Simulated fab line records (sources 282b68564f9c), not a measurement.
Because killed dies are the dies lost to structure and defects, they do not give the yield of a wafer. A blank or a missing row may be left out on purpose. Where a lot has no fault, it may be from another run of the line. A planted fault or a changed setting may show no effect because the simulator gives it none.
fab line records / flow rit-cmos
[record] lots = 5 wafers = 15 last-day = 7
route steps=202 shown NRETRO@61 PRETRO@64
lots that met no fault: taken from a fault-free run of the same line
start-h: hours from the record's opening day to when the first of the lot's shown wafers began / wait-h: hours elapsed since this lot's preceding step / " same as the row above / L1.1+2: one row covering several wafers at once / - no value present, or no start provided / * or withheld: withheld / < > ~ a bound
route shown NAME@n: NAME is a module with steps in the file, n the number in the route of the first one / usual: mean/standard deviation taken from wafers without a fault / same: alike in all rows / chamber/n: place in a boat / sites: the reading at each site / _std_site: how widely they spread, as a standard deviation / _edge_site: outer sites' mean less inner sites' / radius-mm: for every site, how far away it sits from the centre of the wafer / mask NAME#n: copy n / behind: the tool/chamber that last shaped the wafer / hold: why the lot went on hold/how many hours it stayed there/how the hold came to an end / device: transistor that didn't switch, given as n, p or np / end of line: the same wafers' tests at the end of the route / a step without rows: its recipe alone / killed: count of dies lost to structure and defects at first sort (not the wafer's yield) / map: shows each die of a wafer: x if killed, . if not, _ if none is there
set.NAME: the setting as run; set.NAME@STEP: as run at that earlier step / model.NAME: the simulator's own value behind a step, which no gauge read
a table for each step, a row for each wafer; lots at some steps of the route
services: from which hour (start-h, from the record's first day; less than 0 if before it) a tool's chamber was out of use, for how many hours, and why
[[steps]]
[step RIT_NRETRO_IMPLANT_08]
[recipe] species = P energy-kev = 70 dose-cm2 = 1e+13 tilt-deg = 7
[step RIT_NRETRO_STRIP_09]
[recipe] chemistry = O2 time-s = 180 resist = NOVOLAK platen-temp-c = withheld power-w = 500 pressure-mtorr = 4000 o2-flow-sccm = 4000
[usual] drypump-motor-current-A = 6.0/0.32 run-length-s = 208.3/0.36
lot.wafer=L745.2 tool=plasma-asher-03 chamber=1 start-h=55.23 wait-h=0.1 drypump-motor-current-A=5.6 rf-hours-counter-h=28 run-length-s=208.9
lot.wafer=L745.3 tool=plasma-asher-03 chamber=0 start-h=55.23 wait-h=0.1 drypump-motor-current-A=6.3 rf-hours-counter-h=- run-length-s=208.5
lot.wafer=L745.4 tool=plasma-asher-03 chamber=1 start-h=55.23 wait-h=0.1 drypump-motor-current-A=5.6 rf-hours-counter-h=- run-length-s=208.3
lot.wafer=L747.1 tool=plasma-asher-04 chamber=1 start-h=65.32 wait-h=0.1 drypump-motor-current-A=6.1 rf-hours-counter-h=45 run-length-s=208.8
lot.wafer=L747.2 tool=plasma-asher-04 chamber=0 start-h=65.32 wait-h=0.1 drypump-motor-current-A=6.3 rf-hours-counter-h=45 run-length-s=208.0
lot.wafer=L747.3 tool=plasma-asher-04 chamber=0 start-h=65.32 wait-h=0.1 drypump-motor-current-A=6.3 rf-hours-counter-h=- run-length-s=207.9
lot.wafer=L753.1 tool=plasma-asher-04 chamber=1 start-h=95.14 wait-h=0.1 drypump-motor-current-A=6.1 rf-hours-counter-h=48 run-length-s=208.4
lot.wafer=L753.4 tool=plasma-asher-04 chamber=0 start-h=95.14 wait-h=0.1 drypump-motor-current-A=6.2 rf-hours-counter-h=- run-length-s=207.6
lot.wafer=L753.6 tool=plasma-asher-04 chamber=1 start-h=95.14 wait-h=0.1 drypump-motor-current-A=6.1 rf-hours-counter-h=- run-length-s=208.6
lot.wafer=L760.2 tool=plasma-asher-03 chamber=0 start-h=129.92 wait-h=0.1 drypump-motor-current-A=6.3 rf-hours-counter-h=37 run-length-s=208.6
lot.wafer=L760.3 tool=plasma-asher-03 chamber=1 start-h=129.92 wait-h=0.1 drypump-motor-current-A=5.5 rf-hours-counter-h=- run-length-s=208.4
lot.wafer=L760.6 tool=plasma-asher-03 chamber=0 start-h=129.92 wait-h=0.1 drypump-motor-current-A=6.3 rf-hours-counter-h=- run-length-s=208.2
lot.wafer=L761.2 tool=plasma-asher-04 chamber=0 start-h=135.12 wait-h=0.1 drypump-motor-current-A=6.3 rf-hours-counter-h=53 run-length-s=208.2
lot.wafer=L761.3 tool=plasma-asher-04 chamber=1 start-h=135.12 wait-h=0.1 drypump-motor-current-A=6.1 rf-hours-counter-h=- run-length-s=208.0
lot.wafer=L761.6 tool=plasma-asher-04 chamber=1 start-h=135.12 wait-h=0.1 drypump-motor-current-A=6.1 rf-hours-counter-h=- run-length-s=208.1
[step RIT_NRETRO_TW_MEAS_10]
[usual] NRETRO_TW = 1053/4.2
lot.wafer=L745.2 tool=film-metro-03 chamber=- start-h=55.42 wait-h=0.1 NRETRO_TW=1051
lot.wafer=L745.3 tool=film-metro-03 chamber=- start-h=55.42 wait-h=0.1 NRETRO_TW=1056
lot.wafer=L745.4 tool=film-metro-03 chamber=- start-h=55.42 wait-h=0.1 NRETRO_TW=1060
lot.wafer=L747.1 tool=film-metro-04 chamber=- start-h=65.49 wait-h=0.1 NRETRO_TW=1052
lot.wafer=L747.2 tool=film-metro-04 chamber=- start-h=65.49 wait-h=0.1 NRETRO_TW=1056
lot.wafer=L747.3 tool=film-metro-04 chamber=- start-h=65.49 wait-h=0.1 NRETRO_TW=1055
lot.wafer=L753.1 tool=film-metro-02 chamber=- start-h=95.31 wait-h=0.1 NRETRO_TW=1053
lot.wafer=L753.4 tool=film-metro-02 chamber=- start-h=95.31 wait-h=0.1 NRETRO_TW=1053
lot.wafer=L753.6 tool=film-metro-02 chamber=- start-h=95.31 wait-h=0.1 NRETRO_TW=1049
lot.wafer=L760.2 tool=film-metro-03 chamber=- start-h=130.10 wait-h=0.1 NRETRO_TW=1052
lot.wafer=L760.3 tool=film-metro-03 chamber=- start-h=130.10 wait-h=0.1 NRETRO_TW=1054
lot.wafer=L760.6 tool=film-metro-03 chamber=- start-h=130.10 wait-h=0.1 NRETRO_TW=1055
lot.wafer=L761.2 tool=film-metro-04 chamber=- start-h=135.31 wait-h=0.1 NRETRO_TW=1051
lot.wafer=L761.3 tool=film-metro-04 chamber=- start-h=135.31 wait-h=0.1 NRETRO_TW=1056
lot.wafer=L761.6 tool=film-metro-04 chamber=- start-h=135.31 wait-h=0.1 NRETRO_TW=1057
[step RIT_PRETRO_HMDS_00]
[recipe] prime-time-s = 60 prime-temp-c = 140
[step RIT_PRETRO_COAT_01]
[recipe] resist = NOVOLAK spin-rpm = 2000 resist-thk-nm = 1300
[step RIT_PRETRO_SOFTBAKE_02]
[recipe] resist = NOVOLAK temp-c = 90 time-s = 60
[step RIT_PRETRO_EXPOSE_03]
[recipe] mask-id = M5 na = 0.57 target-cd-nm = 43700 dose-mj = 250
[step RIT_PRETRO_PEB_04]
[recipe] resist = NOVOLAK temp-c = withheld time-s = withheld
[step RIT_PRETRO_DEVELOP_05]
[recipe] resist = NOVOLAK develop-time-s = 68 dev-temp-c = 23
[step RIT_PRETRO_OVL_MEAS_06]
[usual] PRETRO_OVL = 0.1/1.3
lot.wafer=L745.2 tool=overlay-01 chamber=- start-h=56.36 wait-h=- PRETRO_OVL[nm]=-1.0
lot.wafer=L745.3 tool=overlay-01 chamber=- start-h=56.36 wait-h=- PRETRO_OVL[nm]=0.5
lot.wafer=L745.4 tool=overlay-01 chamber=- start-h=56.36 wait-h=- PRETRO_OVL[nm]=-0.7
lot.wafer=L747.1 tool=overlay-02 chamber=- start-h=66.56 wait-h=- PRETRO_OVL[nm]=1.2
lot.wafer=L747.2 tool=overlay-02 chamber=- start-h=66.56 wait-h=- PRETRO_OVL[nm]=0.3
lot.wafer=L747.3 tool=overlay-02 chamber=- start-h=66.56 wait-h=- PRETRO_OVL[nm]=1.0
lot.wafer=L753.1 tool=overlay-02 chamber=- start-h=96.25 wait-h=- PRETRO_OVL[nm]=0.4
lot.wafer=L753.4 tool=overlay-02 chamber=- start-h=96.25 wait-h=- PRETRO_OVL[nm]=-1.1
lot.wafer=L753.6 tool=overlay-02 chamber=- start-h=96.25 wait-h=- PRETRO_OVL[nm]=-1.8
lot.wafer=L760.2 tool=overlay-02 chamber=- start-h=131.37 wait-h=- PRETRO_OVL[nm]=1.0
lot.wafer=L760.3 tool=overlay-02 chamber=- start-h=131.37 wait-h=- PRETRO_OVL[nm]=0.2
lot.wafer=L760.6 tool=overlay-02 chamber=- start-h=131.37 wait-h=- PRETRO_OVL[nm]=0.8
lot.wafer=L761.2 tool=overlay-02 chamber=- start-h=136.25 wait-h=- PRETRO_OVL[nm]=1.7
lot.wafer=L761.3 tool=overlay-02 chamber=- start-h=136.25 wait-h=- PRETRO_OVL[nm]=1.8
lot.wafer=L761.6 tool=overlay-02 chamber=- start-h=136.25 wait-h=- PRETRO_OVL[nm]=0.2
[step RIT_PRETRO_HARDBAKE_07]
[recipe] resist = NOVOLAK temp-c = 140 time-s = 120
[step RIT_PRETRO_IMPLANT_08]
[recipe] species = B energy-kev = 45 dose-cm2 = 1.2e+13 tilt-deg = 7
[step RIT_PRETRO_STRIP_09]
[recipe] chemistry = O2 time-s = 180 resist = NOVOLAK platen-temp-c = withheld power-w = 500 pressure-mtorr = 4000 o2-flow-sccm = 4000
[usual] drypump-motor-current-A = 5.7/0.42 run-length-s = 208.4/0.41
lot.wafer=L745.2 tool=plasma-asher-03 chamber=1 start-h=56.79 wait-h=0.1 drypump-motor-current-A=5.6 rf-hours-counter-h=29 run-length-s=208.3 model.NOVOLAK_of_PRETRO_COAT_01.thk-nm=0
lot.wafer=L745.3 tool=plasma-asher-03 chamber=1 start-h=56.79 wait-h=0.1 drypump-motor-current-A=5.5 rf-hours-counter-h=- run-length-s=208.6 model.NOVOLAK_of_PRETRO_COAT_01.thk-nm=0
lot.wafer=L745.4 tool=plasma-asher-03 chamber=0 start-h=56.79 wait-h=0.1 drypump-motor-current-A=6.3 rf-hours-counter-h=- run-length-s=208.5 model.NOVOLAK_of_PRETRO_COAT_01.thk-nm=0
lot.wafer=L747.1 tool=plasma-asher-03 chamber=0 start-h=66.99 wait-h=0.1 drypump-motor-current-A=6.3 rf-hours-counter-h=30 run-length-s=208.7 model.NOVOLAK_of_PRETRO_COAT_01.thk-nm=0
lot.wafer=L747.2 tool=plasma-asher-03 chamber=1 start-h=66.99 wait-h=0.1 drypump-motor-current-A=5.5 rf-hours-counter-h=30 run-length-s=208.4 model.NOVOLAK_of_PRETRO_COAT_01.thk-nm=0
lot.wafer=L747.3 tool=plasma-asher-03 chamber=0 start-h=66.99 wait-h=0.1 drypump-motor-current-A=6.3 rf-hours-counter-h=- run-length-s=208.2 model.NOVOLAK_of_PRETRO_COAT_01.thk-nm=0
lot.wafer=L753.1 tool=plasma-asher-03 chamber=1 start-h=96.69 wait-h=0.1 drypump-motor-current-A=5.6 rf-hours-counter-h=33 run-length-s=27.9 model.NOVOLAK_of_PRETRO_COAT_01.thk-nm=677.8
lot.wafer=L753.4 tool=plasma-asher-03 chamber=1 start-h=96.69 wait-h=0.1 drypump-motor-current-A=5.5 rf-hours-counter-h=- run-length-s=27.3 model.NOVOLAK_of_PRETRO_COAT_01.thk-nm=676.9
lot.wafer=L753.6 tool=plasma-asher-03 chamber=1 start-h=96.69 wait-h=0.1 drypump-motor-current-A=5.5 rf-hours-counter-h=- run-length-s=27.4 model.NOVOLAK_of_PRETRO_COAT_01.thk-nm=679.2
lot.wafer=L760.2 tool=plasma-asher-02 chamber=0 start-h=131.80 wait-h=0.1 drypump-motor-current-A=5.2 rf-hours-counter-h=2 run-length-s=208.1 model.NOVOLAK_of_PRETRO_COAT_01.thk-nm=0
lot.wafer=L760.3 tool=plasma-asher-02 chamber=1 start-h=131.80 wait-h=0.1 drypump-motor-current-A=5.5 rf-hours-counter-h=- run-length-s=209.3 model.NOVOLAK_of_PRETRO_COAT_01.thk-nm=0
lot.wafer=L760.6 tool=plasma-asher-02 chamber=0 start-h=131.80 wait-h=0.1 drypump-motor-current-A=5.2 rf-hours-counter-h=- run-length-s=208.0 model.NOVOLAK_of_PRETRO_COAT_01.thk-nm=0
lot.wafer=L761.2 tool=plasma-asher-02 chamber=0 start-h=136.85 wait-h=0.1 drypump-motor-current-A=5.2 rf-hours-counter-h=2 run-length-s=208.2 model.NOVOLAK_of_PRETRO_COAT_01.thk-nm=0
lot.wafer=L761.3 tool=plasma-asher-02 chamber=1 start-h=136.85 wait-h=0.1 drypump-motor-current-A=5.5 rf-hours-counter-h=- run-length-s=208.9 model.NOVOLAK_of_PRETRO_COAT_01.thk-nm=0
lot.wafer=L761.6 tool=plasma-asher-02 chamber=1 start-h=136.85 wait-h=0.1 drypump-motor-current-A=5.5 rf-hours-counter-h=- run-length-s=208.9 model.NOVOLAK_of_PRETRO_COAT_01.thk-nm=0
[step RIT_PRETRO_TW_MEAS_10]
[usual] PRETRO_TW = 473.4/3
lot.wafer=L745.2 tool=film-metro-04 chamber=- start-h=56.97 wait-h=0.1 PRETRO_TW=476.6
lot.wafer=L745.3 tool=film-metro-04 chamber=- start-h=56.97 wait-h=0.1 PRETRO_TW=477.4
lot.wafer=L745.4 tool=film-metro-04 chamber=- start-h=56.97 wait-h=0.1 PRETRO_TW=480.4
lot.wafer=L747.1 tool=film-metro-01 chamber=- start-h=67.17 wait-h=0.1 PRETRO_TW=471.2
lot.wafer=L747.2 tool=film-metro-01 chamber=- start-h=67.17 wait-h=0.1 PRETRO_TW=471.7
lot.wafer=L747.3 tool=film-metro-01 chamber=- start-h=67.17 wait-h=0.1 PRETRO_TW=470.1
lot.wafer=L753.1 tool=film-metro-01 chamber=- start-h=96.86 wait-h=0.1 PRETRO_TW=472.2
lot.wafer=L753.4 tool=film-metro-01 chamber=- start-h=96.86 wait-h=0.1 PRETRO_TW=473.9
lot.wafer=L753.6 tool=film-metro-01 chamber=- start-h=96.86 wait-h=0.1 PRETRO_TW=474.1
lot.wafer=L760.2 tool=film-metro-01 chamber=- start-h=131.98 wait-h=0.1 PRETRO_TW=473.8
lot.wafer=L760.3 tool=film-metro-01 chamber=- start-h=131.98 wait-h=0.1 PRETRO_TW=471.1
lot.wafer=L760.6 tool=film-metro-01 chamber=- start-h=131.98 wait-h=0.1 PRETRO_TW=469.9
lot.wafer=L761.2 tool=film-metro-02 chamber=- start-h=137.04 wait-h=0.1 PRETRO_TW=475.6
lot.wafer=L761.3 tool=film-metro-02 chamber=- start-h=137.04 wait-h=0.1 PRETRO_TW=475.5
lot.wafer=L761.6 tool=film-metro-02 chamber=- start-h=137.04 wait-h=0.1 PRETRO_TW=474.6
[[services]]
tool=plasma-asher-02 chamber=- start-h=69.46 hours=7.5 kind=repair
tool=plasma-asher-03 chamber=- start-h=93.85 hours=2.8 kind=pm
tool=plasma-asher-02 chamber=- start-h=108.75 hours=9.0 kind=pm
tool=plasma-asher-02 chamber=0 start-h=108.75 hours=9.0 kind=vent-cycle
tool=plasma-asher-02 chamber=1 start-h=108.75 hours=9.0 kind=vent-cycle
tool=plasma-asher-02 chamber=0 start-h=117.75 hours=- kind=clean
tool=plasma-asher-02 chamber=1 start-h=117.75 hours=- kind=clean
[[key]]
[first-sign] step = RIT_PRETRO_STRIP_09 reading = run-length-s direction = down sigmas = 99+ usual = * struck = *
effect none on later readings
[model-effect] step = RIT_PRETRO_STRIP_09 value = NOVOLAK_of_PRETRO_COAT_01.thk-nm without = 0 struck = 678
met-at RIT_PRETRO_STRIP_09
struck-wafers L753.1,L753.4,L753.6
later-rows-left-out L753.1,L753.4,L753.6
sort-left-out L753.1,L753.4,L753.6
tester-left-out L753
onset-between 66.99 96.69
[fault] kind = strip-aborted tool = plasma-asher-03 chamber = - onset-h = 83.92 steps = RIT_PRETRO_STRIP_09 offset = 0.85 end-h = 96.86
// tester-left-out: of these lots the tester's yield and bins aren't shown, on N5 and GAA mostly nor the transistor test; their killed dies are dies lost to structure and defects alone, not to doping, threshold or leakage, so they don't give the yield
// sort-left-out: the simulated sort isn't trusted on such a fault, so these wafers' sort isn't shown, and their yield isn't known
// later-rows-left-out: the simulator's readings of these wafers behind a module that went badly wrong aren't trusted and aren't shown, but for the sort
